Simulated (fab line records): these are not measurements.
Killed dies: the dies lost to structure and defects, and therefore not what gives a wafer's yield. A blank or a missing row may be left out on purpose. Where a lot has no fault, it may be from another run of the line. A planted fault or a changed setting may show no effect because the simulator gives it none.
The tool behind it: which one? :: flow rit cmos :: Sampling: 14 lots, 42 wafers, 4 of 202 route steps

== WHAT THE GAUGES SHOWED, per wafer ==
RIT_PSD_TW_MEAS_10. Usual: PSD_TW typically reads 3380, with standard deviation 20.
lot: L592
measured: day 3 02:43
on: film metro-04
PSD_TW: 3371 3402 3372
flag: 

lot: L593
measured: day 3 08:33
on: film metro-02
PSD_TW: 3413 3419 3398
flag: 

lot: L596
measured: day 3 21:25
on: film metro-04
PSD_TW: 3382 3365 3393
flag: 

lot: L597
measured: day 4 03:52
on: film metro-04
PSD_TW: 3373 3387 3373
flag: 

lot: L601
measured: day 4 22:10
on: film metro-02
PSD_TW: 3469 3467 3490 3476 3479 3481
flag: OFF

lot: L602
measured: day 5 04:04
on: film metro-02
PSD_TW: 3468 3464 3470 3477 3448 3477
flag: OFF

lot: L603
measured: day 5 09:33
on: film metro-04
PSD_TW: 3361 3368 3367
flag: 

lot: L604
measured: day 5 14:22
on: film metro-04
PSD_TW: 3371 3382 3387
flag: 

lot: L605
measured: day 5 20:56
on: film metro-02
PSD_TW: 3398 3375 3388
flag: 

lot: L607
measured: day 6 08:04
on: film metro-02
PSD_TW: 3422 3407 3407
flag: 

lot: L608
measured: day 6 11:20
on: film metro-03
PSD_TW: 3340 3350 3358
flag: 

lot: L612
measured: day 7 07:05
on: film metro-03
PSD_TW: 3352 3359 3372
flag: 

lot: L613
measured: day 7 12:09
on: film metro-02
PSD_TW: 3416 3396 3399
flag: 

lot: L615
measured: day 7 23:05
on: film metro-04
PSD_TW: 3382 3391 3372
flag: 

RIT_SDANNEAL_RS_MEAS_04: measures by four-point-probe. Usual: PSD_RS typically reads 115.9 ohm/sq, with standard deviation 0.3.
lot: L592
measured: day 3 03:14
on: film metro-03
PSD_RS (ohm/sq): 115.5 115.5 115.5
flag: 

lot: L593
measured: day 3 09:02
on: film metro-03
PSD_RS (ohm/sq): 116.0 115.8 116.1
flag: 

lot: L596
measured: day 3 21:57
on: film metro-02
PSD_RS (ohm/sq): 115.8 116.0 116.0
flag: 

lot: L597
measured: day 4 04:25
on: film metro-03
PSD_RS (ohm/sq): 115.8 116.0 115.7
flag: 

lot: L601
measured: day 5 01:08
on: film metro-02
PSD_RS (ohm/sq): 111.8 111.9 112.2 111.9 112.3 111.9
flag: OFF

lot: L602
measured: day 5 06:28
on: film metro-02
PSD_RS (ohm/sq): 112.3 112.1 112.3 112.4 112.0 112.2
flag: OFF

lot: L603
measured: day 5 10:02
on: film metro-03
PSD_RS (ohm/sq): 116.4 115.6 115.9
flag: 

lot: L604
measured: day 5 14:52
on: film metro-03
PSD_RS (ohm/sq): 116.0 115.9 115.7
flag: 

lot: L605
measured: day 5 21:26
on: film metro-02
PSD_RS (ohm/sq): 115.8 115.7 115.5
flag: 

lot: L607
measured: day 6 08:33
on: film metro-04
PSD_RS (ohm/sq): 115.9 116.4 115.9
flag: 

lot: L608
measured: day 6 11:50
on: film metro-04
PSD_RS (ohm/sq): 116.1 115.9 116.3
flag: 

lot: L612
measured: day 7 07:36
on: film metro-04
PSD_RS (ohm/sq): 116.5 116.3 116.0
flag: 

lot: L613
measured: day 7 12:44
on: film metro-03
PSD_RS (ohm/sq): 116.0 115.8 116.1
flag: 

lot: L615
measured: day 7 23:36
on: film metro-04
PSD_RS (ohm/sq): 116.2 116.1 116.1
flag: 

== WHAT TOOL EACH LOT RAN ON (gives the tool, then ch and the chambers of the sampled wafers, and finally the start) ==
lot: L592
RIT_PSD_IMPLANT_08: implanter-04 ch 0, day 3 02:26
RIT_SDANNEAL_RTA_03: rtp anneal-01 ch 0, day 3 03:08

lot: L593
RIT_PSD_IMPLANT_08: implanter-01 ch 0, day 3 08:13
RIT_SDANNEAL_RTA_03: rtp anneal-02 ch 0, day 3 08:58

lot: L596
RIT_PSD_IMPLANT_08: implanter-01 ch 0, day 3 21:07
RIT_SDANNEAL_RTA_03: rtp anneal-01 ch 0, day 3 21:53

lot: L597
RIT_PSD_IMPLANT_08: implanter-01 ch 0, day 4 03:34
RIT_SDANNEAL_RTA_03: rtp anneal-02 ch 0, day 4 04:21

lot: L601
RIT_PSD_IMPLANT_08: implanter-01 ch 0, day 4 21:52
RIT_SDANNEAL_RTA_03: rtp anneal-02 ch 0, day 5 01:04

lot: L602
RIT_PSD_IMPLANT_08: implanter-01 ch 0, day 5 03:46
RIT_SDANNEAL_RTA_03: rtp anneal-01 ch 0, day 5 06:23

lot: L603
RIT_PSD_IMPLANT_08: implanter-03 ch 0, day 5 09:13
RIT_SDANNEAL_RTA_03: rtp anneal-02 ch 0, day 5 09:58

lot: L604
RIT_PSD_IMPLANT_08: implanter-03 ch 0, day 5 14:04
RIT_SDANNEAL_RTA_03: rtp anneal-01 ch 0, day 5 14:47

lot: L605
RIT_PSD_IMPLANT_08: implanter-04 ch 0, day 5 20:38
RIT_SDANNEAL_RTA_03: rtp anneal-02 ch 0, day 5 21:22

lot: L607
RIT_PSD_IMPLANT_08: implanter-04 ch 0, day 6 07:44
RIT_SDANNEAL_RTA_03: rtp anneal-02 ch 0, day 6 08:30

lot: L608
RIT_PSD_IMPLANT_08: implanter-04 ch 0, day 6 11:01
RIT_SDANNEAL_RTA_03: rtp anneal-01 ch 0, day 6 11:46

lot: L612
RIT_PSD_IMPLANT_08: implanter-03 ch 0, day 7 06:47
RIT_SDANNEAL_RTA_03: rtp anneal-01 ch 0, day 7 07:32

lot: L613
RIT_PSD_IMPLANT_08: implanter-04 ch 0, day 7 11:52
RIT_SDANNEAL_RTA_03: rtp anneal-02 ch 0, day 7 12:39

lot: L615
RIT_PSD_IMPLANT_08: implanter-04 ch 0, day 7 22:47
RIT_SDANNEAL_RTA_03: rtp anneal-02 ch 0, day 7 23:31
- RIT_PSD_IMPLANT_08
- RIT_SDANNEAL_RTA_03: time 5 s.

== WHAT THE TOOLS THEMSELVES READ (means of the sampled wafers that have a number; where no wafer has one, the mark that the record gives instead) ==
RIT_PSD_IMPLANT_08. Usual: beam on s 12.7 s, standard deviation 1.4; dose ions cm2 5e+15, standard deviation 5.7e+12.
lot: L592
tool: implanter-04
beam on s (s): 13.4
dose ions cm2: 5e+15
flag: 

lot: L593
tool: implanter-01
beam on s (s): 13.7
dose ions cm2: 5e+15
flag: 

lot: L596
tool: implanter-01
beam on s (s): 13.8
dose ions cm2: 5e+15
flag: 

lot: L597
tool: implanter-01
beam on s (s): 13.9
dose ions cm2: 5e+15
flag: 

lot: L601
tool: implanter-01
beam on s (s): 18.4
dose ions cm2: 7e+15
flag: OFF

lot: L602
tool: implanter-01
beam on s (s): 18.9
dose ions cm2: 7e+15
flag: OFF

lot: L603
tool: implanter-03
beam on s (s): 10.4
dose ions cm2: 5e+15
flag: 

lot: L604
tool: implanter-03
beam on s (s): 10.3
dose ions cm2: 5e+15
flag: 

lot: L605
tool: implanter-04
beam on s (s): 13.1
dose ions cm2: 5e+15
flag: 

lot: L607
tool: implanter-04
beam on s (s): 13.2
dose ions cm2: 5e+15
flag: 

lot: L608
tool: implanter-04
beam on s (s): 13.2
dose ions cm2: 5e+15
flag: 

lot: L612
tool: implanter-03
beam on s (s): 10.5
dose ions cm2: 5e+15
flag: 

lot: L613
tool: implanter-04
beam on s (s): 13.3
dose ions cm2: 5e+15
flag: 

lot: L615
tool: implanter-04
beam on s (s): 13.1
dose ions cm2: 5e+15
flag: 

RIT_SDANNEAL_RTA_03. Usual: wafer_temp_C_max at 1053.5, with a standard deviation of 1.2.
lot: L592
tool: rtp anneal-01
wafer_temp_C_max: 1052.9
flag: 

lot: L593
tool: rtp anneal-02
wafer_temp_C_max: 1053.3
flag: 

lot: L596
tool: rtp anneal-01
wafer_temp_C_max: 1053.6
flag: 

lot: L597
tool: rtp anneal-02
wafer_temp_C_max: 1052.8
flag: 

lot: L601
tool: rtp anneal-02
wafer_temp_C_max: 1052.8
flag: 

lot: L602
tool: rtp anneal-01
wafer_temp_C_max: 1053.4
flag: 

lot: L603
tool: rtp anneal-02
wafer_temp_C_max: 1053.1
flag: 

lot: L604
tool: rtp anneal-01
wafer_temp_C_max: 1053.4
flag: 

lot: L605
tool: rtp anneal-02
wafer_temp_C_max: 1053.5
flag: 

lot: L607
tool: rtp anneal-02
wafer_temp_C_max: 1053.1
flag: 

lot: L608
tool: rtp anneal-01
wafer_temp_C_max: 1052.4
flag: 

lot: L612
tool: rtp anneal-01
wafer_temp_C_max: 1053.1
flag: 

lot: L613
tool: rtp anneal-02
wafer_temp_C_max: 1053.3
flag: 

lot: L615
tool: rtp anneal-02
wafer_temp_C_max: 1052.2
flag: 

== THE ANSWER, worked out from the rows above alone ==
Rule: take the mean of a lot's wafers that have a number; if it is more than 3 standard deviations from the usual mean, the lot is off. A lot without any number at a reading at which 4 lots or more have one is off too. The other lots that the step has rows for count as sound. First the gauges in route order, then the tools' own readings, where a lot's mean is used as printed above. The first step at which some lot is off is used, and at that step the reading that is off furthest; a lot without a number counts as furthest.
Off: L601, L602, at RIT_PSD_TW_MEAS_10 (PSD_TW).
A tool fits if, at a process step before that reading, it ran every lot that is off, and no sound lot after the first of them. Not tried: the gauges at RIT_PSD_TW_MEAS_10; whatever is off there is also off at RIT_PSD_IMPLANT_08, on other tools, and gauge error can't account for it. One candidate fits, namely implanter-01 at RIT_PSD_IMPLANT_08. A fault onset in the window from L597 (day 4 03:34, its last sound lot) to L601 (day 4 21:52, its first lot off) fits.
The tool's own readings at RIT_PSD_IMPLANT_08 bear it out: on the lots that are off they differ by more than 5 times the standard deviation of the sound lots' means. dose ions cm2 reads 7e+15 there against 5e+15 on the sound lots.

== WHAT HAD BEEN PUT IN BY THE SIMULATOR ==
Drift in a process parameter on implanter-01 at RIT_PSD_IMPLANT_08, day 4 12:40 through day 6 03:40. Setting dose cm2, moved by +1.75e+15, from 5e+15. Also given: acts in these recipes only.
Shown lots that were struck: L601, L602. This agrees with what the rule above found.
